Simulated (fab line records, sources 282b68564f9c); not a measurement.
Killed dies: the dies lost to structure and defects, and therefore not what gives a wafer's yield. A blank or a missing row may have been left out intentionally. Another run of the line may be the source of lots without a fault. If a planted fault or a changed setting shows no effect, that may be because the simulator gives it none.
Which of the tools did it? / flow rit_cmos / Sampling: 15 lots, 45 wafers, 2 of 202 route steps

== WHAT EACH GAUGE READ, for each wafer ==
RIT_GATE_THK_MEAS_07. Usual: GATE_OXIDE_THK 3.02 nm, standard deviation 0.062.
lot=L909; measured=day 2 14:59; on=film_metro-01; GATE_OXIDE_THK (nm)=3.12 3.12 3.11; flag=
lot=L910; measured=day 2 18:03; on=film_metro-04; GATE_OXIDE_THK (nm)=3.13 2.96 3.06; flag=
lot=L912; measured=day 3 06:22; on=film_metro-03; GATE_OXIDE_THK (nm)=3.68 3.65 3.70; flag=OFF
lot=L913; measured=day 3 08:14; on=film_metro-04; GATE_OXIDE_THK (nm)=3.11 3.01 3.00; flag=
lot=L914; measured=day 3 21:28; on=film_metro-04; GATE_OXIDE_THK (nm)=3.63 3.68 3.70; flag=OFF
lot=L915; measured=day 3 21:26; on=film_metro-01; GATE_OXIDE_THK (nm)=3.70 3.67 3.71; flag=OFF
lot=L920; measured=day 5 03:59; on=film_metro-03; GATE_OXIDE_THK (nm)=3.04 3.01 3.06; flag=
lot=L923; measured=day 5 13:15; on=film_metro-01; GATE_OXIDE_THK (nm)=3.02 2.97 3.01; flag=
lot=L925; measured=day 5 23:02; on=film_metro-04; GATE_OXIDE_THK (nm)=2.93 2.93 2.91; flag=
lot=L926; measured=day 6 04:33; on=film_metro-04; GATE_OXIDE_THK (nm)=3.10 3.11 3.08; flag=
lot=L927; measured=day 6 07:43; on=film_metro-01; GATE_OXIDE_THK (nm)=3.11 2.94 3.05; flag=
lot=L928; measured=day 6 10:43; on=film_metro-03; GATE_OXIDE_THK (nm)=3.00 2.99 2.97; flag=
lot=L930; measured=day 7 02:56; on=film_metro-03; GATE_OXIDE_THK (nm)=3.11 3.05 3.08; flag=
lot=L931; measured=day 7 06:24; on=film_metro-01; GATE_OXIDE_THK (nm)=2.97 2.98 2.97; flag=
lot=L932; measured=day 7 15:36; on=film_metro-03; GATE_OXIDE_THK (nm)=3.06 3.07 3.12; flag=

== WHAT TOOL EACH LOT RAN ON (gives the tool, then ch and the chambers of the sampled wafers, and finally the start) ==
lot=L909; RIT_GATE_OXIDATION_05=furnace-04 ch 0, day 2 13:28
lot=L910; RIT_GATE_OXIDATION_05=furnace-01 ch 0, day 2 15:59
lot=L912; RIT_GATE_OXIDATION_05=furnace-01 ch 0, day 3 03:04
lot=L913; RIT_GATE_OXIDATION_05=furnace-04 ch 0, day 3 06:55
lot=L914; RIT_GATE_OXIDATION_05=furnace-01 ch 0, day 3 20:06
lot=L915; RIT_GATE_OXIDATION_05=furnace-01 ch 0, day 3 20:06
lot=L920; RIT_GATE_OXIDATION_05=furnace-04 ch 0, day 4 22:59
lot=L923; RIT_GATE_OXIDATION_05=furnace-03 ch 0, day 5 11:03
lot=L925; RIT_GATE_OXIDATION_05=furnace-03 ch 0, day 5 21:41
lot=L926; RIT_GATE_OXIDATION_05=furnace-01 ch 0, day 6 02:58
lot=L927; RIT_GATE_OXIDATION_05=furnace-04 ch 0, day 6 06:21
lot=L928; RIT_GATE_OXIDATION_05=furnace-03 ch 0, day 6 08:28
lot=L930; RIT_GATE_OXIDATION_05=furnace-01 ch 0, day 6 21:58
lot=L931; RIT_GATE_OXIDATION_05=furnace-04 ch 0, day 7 02:56
lot=L932; RIT_GATE_OXIDATION_05=furnace-04 ch 0, day 7 09:12
- RIT_GATE_OXIDATION_05: target thk 3 nm, ox time 270 s.

== WHAT THE TOOLS THEMSELVES READ (means of the sampled wafers that have a number; where no wafer has one, the mark that the record gives instead) ==
RIT_GATE_OXIDATION_05. Usual: spike_tc_centre_C 902.5 C, standard deviation 1.1; spike_tc_load_C 924 C, standard deviation 3.6; spike_tc_source_C 923.8 C, standard deviation 1.4; tube_center_temp_C 900 C, standard deviation 0.08; tube_center_temp_C_max 902.4, standard deviation 0.41.
lot=L909; tool=furnace-04; spike_tc_centre_C (C)=903.4; spike_tc_load_C (C)=922; spike_tc_source_C (C)=925.5; tube_center_temp_C (C)=900; tube_center_temp_C_max=902.3; flag=
lot=L910; tool=furnace-01; spike_tc_centre_C (C)=902.8; spike_tc_load_C (C)=923; spike_tc_source_C (C)=922.6; tube_center_temp_C (C)=900; tube_center_temp_C_max=902.7; flag=
lot=L912; tool=furnace-01; spike_tc_centre_C (C)=917.5; spike_tc_load_C (C)=937; spike_tc_source_C (C)=938.6; tube_center_temp_C (C)=915; tube_center_temp_C_max=917.5; flag=OFF
lot=L913; tool=furnace-04; spike_tc_centre_C (C)=903.5; spike_tc_load_C (C)=920; spike_tc_source_C (C)=923.7; tube_center_temp_C (C)=900; tube_center_temp_C_max=902.6; flag=
lot=L914; tool=furnace-01; spike_tc_centre_C (C)=917.6; spike_tc_load_C (C)=936; spike_tc_source_C (C)=937.5; tube_center_temp_C (C)=915; tube_center_temp_C_max=917.5; flag=OFF
lot=L915; tool=furnace-01; spike_tc_centre_C (C)=917.4; spike_tc_load_C (C)=937; spike_tc_source_C (C)=937.0; tube_center_temp_C (C)=915; tube_center_temp_C_max=917.2; flag=OFF
lot=L920; tool=furnace-04; spike_tc_centre_C (C)=904.6; spike_tc_load_C (C)=922; spike_tc_source_C (C)=923.6; tube_center_temp_C (C)=900; tube_center_temp_C_max=902.2; flag=
lot=L923; tool=furnace-03; spike_tc_centre_C (C)=903.1; spike_tc_load_C (C)=929; spike_tc_source_C (C)=925.0; tube_center_temp_C (C)=900; tube_center_temp_C_max=902.4; flag=
lot=L925; tool=furnace-03; spike_tc_centre_C (C)=901.6; spike_tc_load_C (C)=930; spike_tc_source_C (C)=924.6; tube_center_temp_C (C)=900; tube_center_temp_C_max=902.4; flag=
lot=L926; tool=furnace-01; spike_tc_centre_C (C)=902.6; spike_tc_load_C (C)=922; spike_tc_source_C (C)=921.7; tube_center_temp_C (C)=900; tube_center_temp_C_max=902.4; flag=
lot=L927; tool=furnace-04; spike_tc_centre_C (C)=902.6; spike_tc_load_C (C)=921; spike_tc_source_C (C)=924.1; tube_center_temp_C (C)=900; tube_center_temp_C_max=902.2; flag=
lot=L928; tool=furnace-03; spike_tc_centre_C (C)=902.3; spike_tc_load_C (C)=929; spike_tc_source_C (C)=925.9; tube_center_temp_C (C)=900; tube_center_temp_C_max=902.2; flag=
lot=L930; tool=furnace-01; spike_tc_centre_C (C)=903.0; spike_tc_load_C (C)=923; spike_tc_source_C (C)=922.8; tube_center_temp_C (C)=900; tube_center_temp_C_max=902.2; flag=
lot=L931; tool=furnace-04; spike_tc_centre_C (C)=903.6; spike_tc_load_C (C)=921; spike_tc_source_C (C)=924.1; tube_center_temp_C (C)=900; tube_center_temp_C_max=902.8; flag=
lot=L932; tool=furnace-04; spike_tc_centre_C (C)=903.9; spike_tc_load_C (C)=921; spike_tc_source_C (C)=924.0; tube_center_temp_C (C)=900; tube_center_temp_C_max=902.3; flag=

== THE ANSWER, worked out from the rows above alone ==
Rule: a lot is off if the mean of its wafers that have a number lies more than 3 standard deviations from the usual mean. A lot without any number at a reading at which 4 lots or more have one is off too. Where the step has rows for the other lots, those lots are counted as sound. Order of review: gauges by route order, followed by the tools' own readings, for which a lot's mean as printed above is used. The first step at which some lot is off is used, and at that step the reading that is off furthest; a lot without a number counts as furthest.
Off: at RIT_GATE_THK_MEAS_07 (GATE_OXIDE_THK), L912, L914, L915.
A tool fits if, at a process step before that reading, it ran every lot that is off, and no sound lot after the first of them. Not tried: the gauges at RIT_GATE_THK_MEAS_07; whatever is off there is also off at RIT_GATE_OXIDATION_05, on other tools, and gauge error can't account for it. None of those tried fits.

== WHAT WAS PUT IN BY THE SIMULATOR ==
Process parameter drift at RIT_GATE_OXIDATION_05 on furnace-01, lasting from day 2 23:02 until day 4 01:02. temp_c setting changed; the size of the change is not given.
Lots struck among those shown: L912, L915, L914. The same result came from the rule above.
